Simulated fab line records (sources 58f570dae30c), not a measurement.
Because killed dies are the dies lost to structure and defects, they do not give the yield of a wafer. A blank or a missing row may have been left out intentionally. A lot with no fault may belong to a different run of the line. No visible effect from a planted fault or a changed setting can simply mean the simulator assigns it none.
Which tool did it? || flow berkeley_cmos170 || Sampling: 14 lots, 42 wafers, 2 of 331 route steps

== WHAT EACH GAUGE READ, for each wafer ==
UCB170_PVT_TW_MEAS_09. Usual: PVT_TW gives 512 (standard deviation 5.8).
{"lot": "L936", "measured": "day 5 15:51", "on": "film_metro-04", "PVT_TW": "505 508 504", "flag": ""}
{"lot": "L935", "measured": "day 5 15:53", "on": "film_metro-02", "PVT_TW": "510 511 514", "flag": ""}
{"lot": "L938", "measured": "day 6 10:34", "on": "film_metro-04", "PVT_TW": "505 507 505", "flag": ""}
{"lot": "L939", "measured": "day 6 23:37", "on": "film_metro-02", "PVT_TW": "516 517 519", "flag": ""}
{"lot": "L942", "measured": "day 7 04:59", "on": "film_metro-04", "PVT_TW": "504 506 504", "flag": ""}
{"lot": "L943", "measured": "day 7 12:49", "on": "film_metro-02", "PVT_TW": "514 515 516", "flag": ""}
{"lot": "L945", "measured": "day 7 19:38", "on": "film_metro-04", "PVT_TW": "506 504 506", "flag": ""}
{"lot": "L948", "measured": "day 8 10:04", "on": "film_metro-04", "PVT_TW": "511 508 505", "flag": ""}
{"lot": "L952", "measured": "day 9 04:53", "on": "film_metro-03", "PVT_TW": "576 574 575", "flag": "OFF"}
{"lot": "L951", "measured": "day 9 05:10", "on": "film_metro-03", "PVT_TW": "514 518 516", "flag": ""}
{"lot": "L953", "measured": "day 9 05:28", "on": "film_metro-04", "PVT_TW": "506 506 502", "flag": ""}
{"lot": "L957", "measured": "day 9 23:47", "on": "film_metro-03", "PVT_TW": "516 518 516", "flag": ""}
{"lot": "L956", "measured": "day 10 00:17", "on": "film_metro-03", "PVT_TW": "579 579 581", "flag": "OFF"}
{"lot": "L958", "measured": "day 10 05:17", "on": "film_metro-02", "PVT_TW": "508 512 508", "flag": ""}

== WHAT TOOL EACH LOT RAN ON (gives the tool, then ch and the chambers of the sampled wafers, and finally the start) ==
{"lot": "L936", "UCB170_PVT_IMPLANT_07": "implanter-03 ch 0, day 5 15:36"}
{"lot": "L935", "UCB170_PVT_IMPLANT_07": "implanter-01 ch 0, day 5 15:40"}
{"lot": "L938", "UCB170_PVT_IMPLANT_07": "implanter-04 ch 0, day 6 10:20"}
{"lot": "L939", "UCB170_PVT_IMPLANT_07": "implanter-01 ch 0, day 6 23:22"}
{"lot": "L942", "UCB170_PVT_IMPLANT_07": "implanter-04 ch 0, day 7 04:44"}
{"lot": "L943", "UCB170_PVT_IMPLANT_07": "implanter-01 ch 0, day 7 12:35"}
{"lot": "L945", "UCB170_PVT_IMPLANT_07": "implanter-04 ch 0, day 7 19:23"}
{"lot": "L948", "UCB170_PVT_IMPLANT_07": "implanter-01 ch 0, day 8 09:49"}
{"lot": "L952", "UCB170_PVT_IMPLANT_07": "implanter-01 ch 0, day 9 04:38"}
{"lot": "L951", "UCB170_PVT_IMPLANT_07": "implanter-03 ch 0, day 9 04:56"}
{"lot": "L953", "UCB170_PVT_IMPLANT_07": "implanter-04 ch 0, day 9 05:16"}
{"lot": "L957", "UCB170_PVT_IMPLANT_07": "implanter-04 ch 0, day 9 23:32"}
{"lot": "L956", "UCB170_PVT_IMPLANT_07": "implanter-01 ch 0, day 9 23:59"}
{"lot": "L958", "UCB170_PVT_IMPLANT_07": "implanter-03 ch 0, day 10 05:04"}
- UCB170_PVT_IMPLANT_07

== WHAT THE TOOLS THEMSELVES READ (means of the sampled wafers that have a number; where no wafer has one, the mark that the record gives instead) ==
UCB170_PVT_IMPLANT_07. Usual: dose_ions_cm2 1.9997e+12, standard deviation 2.4e+09; end_station_pressure_torr 5.01e-06 Torr, standard deviation 2.8e-07; faraday_current_uA 6.36, standard deviation 0.13.
{"lot": "L936", "tool": "implanter-03", "dose_ions_cm2": 1.9982e+12, "end_station_pressure_torr (Torr)": 5.15e-06, "faraday_current_uA": 6.21, "flag": ""}
{"lot": "L935", "tool": "implanter-01", "dose_ions_cm2": 1.9985e+12, "end_station_pressure_torr (Torr)": 4.83e-06, "faraday_current_uA": 6.41, "flag": ""}
{"lot": "L938", "tool": "implanter-04", "dose_ions_cm2": 1.9991e+12, "end_station_pressure_torr (Torr)": 5.16e-06, "faraday_current_uA": 6.32, "flag": ""}
{"lot": "L939", "tool": "implanter-01", "dose_ions_cm2": 2.0029e+12, "end_station_pressure_torr (Torr)": 5.02e-06, "faraday_current_uA": 6.46, "flag": ""}
{"lot": "L942", "tool": "implanter-04", "dose_ions_cm2": 2.0002e+12, "end_station_pressure_torr (Torr)": 5.08e-06, "faraday_current_uA": 6.27, "flag": ""}
{"lot": "L943", "tool": "implanter-01", "dose_ions_cm2": 2.0021e+12, "end_station_pressure_torr (Torr)": 4.93e-06, "faraday_current_uA": 6.37, "flag": ""}
{"lot": "L945", "tool": "implanter-04", "dose_ions_cm2": 2.0000e+12, "end_station_pressure_torr (Torr)": 5.13e-06, "faraday_current_uA": 6.34, "flag": ""}
{"lot": "L948", "tool": "implanter-01", "dose_ions_cm2": 1.9987e+12, "end_station_pressure_torr (Torr)": 4.99e-06, "faraday_current_uA": 6.35, "flag": ""}
{"lot": "L952", "tool": "implanter-01", "dose_ions_cm2": 2.8292e+12, "end_station_pressure_torr (Torr)": 5.01e-06, "faraday_current_uA": 8.97, "flag": "OFF"}
{"lot": "L951", "tool": "implanter-03", "dose_ions_cm2": 1.9974e+12, "end_station_pressure_torr (Torr)": 5.13e-06, "faraday_current_uA": 6.31, "flag": ""}
{"lot": "L953", "tool": "implanter-04", "dose_ions_cm2": 2.0000e+12, "end_station_pressure_torr (Torr)": 4.87e-06, "faraday_current_uA": 6.45, "flag": ""}
{"lot": "L957", "tool": "implanter-04", "dose_ions_cm2": 2.0008e+12, "end_station_pressure_torr (Torr)": 5.15e-06, "faraday_current_uA": 6.26, "flag": ""}
{"lot": "L956", "tool": "implanter-01", "dose_ions_cm2": 2.8281e+12, "end_station_pressure_torr (Torr)": 4.98e-06, "faraday_current_uA": 8.91, "flag": "OFF"}
{"lot": "L958", "tool": "implanter-03", "dose_ions_cm2": 1.9980e+12, "end_station_pressure_torr (Torr)": 5.24e-06, "faraday_current_uA": 6.37, "flag": ""}

== THE ANSWER, worked out from the rows above alone ==
Rule: lot off if the mean of its wafers having a number is beyond 3 standard deviations from the usual mean. Also off: a lot with no number at a reading for which 4 or more lots have one. Where the step has rows for the other lots, those lots are counted as sound. The gauges are gone through in route order, then the tools' own readings, and for those a lot's mean is taken as printed above. The first step at which some lot is off is used, and at that step the reading that is off furthest; a lot without a number counts as furthest.
Off: L952, L956, at UCB170_PVT_TW_MEAS_09 (PVT_TW).
A tool fits if, at a process step before that reading, it ran every lot that is off, and no sound lot after the first of them. The gauges at UCB170_PVT_TW_MEAS_09 aren't tried: what is off there is off at UCB170_PVT_IMPLANT_07 too, on other tools, and a gauge's error can't cause that. One fits: implanter-01 at UCB170_PVT_IMPLANT_07. A fault onset in the window from L948 (day 8 09:49, its last sound lot) to L952 (day 9 04:38, its first lot off) fits.
The tool's own readings at UCB170_PVT_IMPLANT_07 bear it out: on the lots that are off they differ by more than 5 times the standard deviation of the sound lots' means. dose_ions_cm2 reads 2.8286e+12 there against 1.9997e+12 on the sound lots; faraday_current_uA reads 8.94 there against 6.34 on the sound lots.

== WHAT THE SIMULATOR HAD PUT IN ==
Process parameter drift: implanter-01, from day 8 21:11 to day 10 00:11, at UCB170_PVT_IMPLANT_07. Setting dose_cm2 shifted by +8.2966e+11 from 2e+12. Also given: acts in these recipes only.
Shown lots that were struck: L952, L956. The rule above reached the same finding.
